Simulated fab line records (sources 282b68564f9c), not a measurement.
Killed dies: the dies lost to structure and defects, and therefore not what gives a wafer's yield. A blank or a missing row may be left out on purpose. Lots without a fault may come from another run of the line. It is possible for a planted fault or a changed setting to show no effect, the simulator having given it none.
Split-lot trial + flow rit-cmos + 23 wafers read across 5 lots, on a route 202 steps long

## ON THE SPLIT
At RIT_NSD_IMPLANT_08, the setting dose-cm2 was moved away from the recipe's 1e+15 on 7 of the 23 wafers read, by -7.4% to +5.2%. For the rest of the wafers, this setting stayed at what the recipe calls for.

## FROM THE SPLIT TO THE READING: what the file shows between them, 5 steps
- RIT_NSD_STRIP_09: strips in O2, time 180 s
- RIT_NSD_TW_MEAS_10
- RIT_PSD_IMPLANT_08 (also split here: tilt-deg)
- RIT_PSD_STRIP_09: strips in O2, time 180 s
- RIT_SDANNEAL_RTA_03: time 4.9 s

## THE READING
NSD_RS in ohm/sq, measured at RIT_SDANNEAL_RS_MEAS_05 by four-point-probe. On this fab line, fault-free wafers typically give 84.51 ohm/sq with a standard deviation of 0.29 ohm/sq.

| wafer  | tool, chamber at the split | dose-cm2 as run | against the recipe | NSD_RS, ohm/sq | against lot-mates on the recipe |
|--------|----------------------------|-----------------|--------------------|----------------|---------------------------------|
| L075.2 | implanter-04, 0            | 1e+15           | recipe             | 84.23          | -                               |
| L075.3 | implanter-04, 0            | 1e+15           | recipe             | 84.34          | -                               |
| L075.4 | implanter-04, 0            | 1e+15           | recipe             | 84.26          | -                               |
| L075.5 | implanter-04, 0            | 1e+15           | recipe             | 84.27          | -                               |
| L075.6 | implanter-04, 0            | 1e+15           | recipe             | 84.33          | -                               |
| L077.1 | implanter-02, 0            | 1.052e+15       | +5.2%              | 81.51          | -3.37                           |
| L077.2 | implanter-02, 0            | 1.052e+15       | +5.2%              | 81.78          | -3.10                           |
| L077.4 | implanter-02, 0            | 1e+15           | recipe             | 84.67          | -                               |
| L077.5 | implanter-02, 0            | 1.052e+15       | +5.2%              | 81.43          | -3.45                           |
| L077.6 | implanter-02, 0            | 1e+15           | recipe             | 85.09          | -                               |
| L079.1 | implanter-02, 0            | 9.795e+14       | -2.0%              | 86.15          | +1.43                           |
| L079.2 | implanter-02, 0            | 9.795e+14       | -2.0%              | 86.39          | +1.67                           |
| L079.3 | implanter-02, 0            | 1e+15           | recipe             | 84.63          | -                               |
| L079.4 | implanter-02, 0            | 1e+15           | recipe             | 84.82          | -                               |
| L079.5 | implanter-02, 0            | 1e+15           | recipe             | 84.72          | -                               |
| L083.1 | implanter-02, 0            | 1e+15           | recipe             | 84.22          | -                               |
| L083.3 | implanter-02, 0            | 1e+15           | recipe             | 84.58          | -                               |
| L083.5 | implanter-02, 0            | 1e+15           | recipe             | 84.15          | -                               |
| L085.1 | implanter-04, 0            | 1e+15           | recipe             | 84.25          | -                               |
| L085.2 | implanter-04, 0            | 9.262e+14       | -7.4%              | 89.44          | +5.22                           |
| L085.3 | implanter-04, 0            | 1e+15           | recipe             | 84.24          | -                               |
| L085.4 | implanter-04, 0            | 9.262e+14       | -7.4%              | 89.67          | +5.45                           |
| L085.6 | implanter-04, 0            | 1e+15           | recipe             | 84.16          | -                               |

THE FIT
A straight line over all 23 wafers: NSD_RS changes by -0.641 ohm/sq for each +1% of dose-cm2; r = -0.99; the points scatter about the line by 0.33 ohm/sq.
The same after taking each lot's own level away (the mean of its wafers on the recipe; 23 wafers): -0.688 ohm/sq for each +1%; r = -1.00; scatter 0.17 ohm/sq.
That fit puts the effect of the largest move of dose-cm2 on the reading at 5.1 ohm/sq.
Across the lots, their own levels run from 84.217 to 84.880 ohm/sq, a range of 2.3 times the standard deviation given above.
The two slopes agree, so the slope changes little with the lot-to-lot level.
Check: +5.11 ohm/sq against its lot-mates is what the line predicts for one of the wafers moved furthest among these (-7.4%) when that wafer is left out of the fit. Against them it came out at +5.22 ohm/sq.

## THESE WAFERS: OTHER SPLITS
Before the reading, these wafers also passed through other splits. Each is held against what the fit with the lots' levels taken away leaves over:
| other split on the same wafers   | wafers away from the commonest value | r with NSD_RS (lot level and that fit taken away) |
|----------------------------------|--------------------------------------|---------------------------------------------------|
| RIT_PRETRO_DEVELOP_05 dev-temp-c | 11                                   | +0.16                                             |
| RIT_GATE_OXIDATION_05 ox-time-s  | 15                                   | -0.18                                             |
| RIT_GATE_COAT_11 resist-thk-nm   | 5                                    | +0.07                                             |
| RIT_GATE_STRIP_20 o2-flow-sccm   | 9                                    | -0.20                                             |
| RIT_NLDD_SOFTBAKE_02 temp-c      | 10                                   | +0.25                                             |
| RIT_SPACER_ETCHBACK_05 time-s    | 8                                    | -0.27                                             |
| RIT_PSD_IMPLANT_08 tilt-deg      | 5                                    | +0.12                                             |

## THE WHOLE CHAIN: every reading that the file lists as answering this split, in the file's order
| step                    | what it does                 | reading | change (the file's fit)            | r (the file's) |
|-------------------------|------------------------------|---------|------------------------------------|----------------|
| RIT_NSD_TW_MEAS_10      |                              | NSD_TW  | +8.11 for each +1% of the setting  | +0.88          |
| RIT_SDANNEAL_RS_MEAS_05 | measures by four-point-probe | NSD_RS  | -0.697 for each +1% of the setting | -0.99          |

## THE FILE'S OWN FIT
NSD_RS changes by -0.697 ohm/sq for each +1% of dose-cm2, r = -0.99.
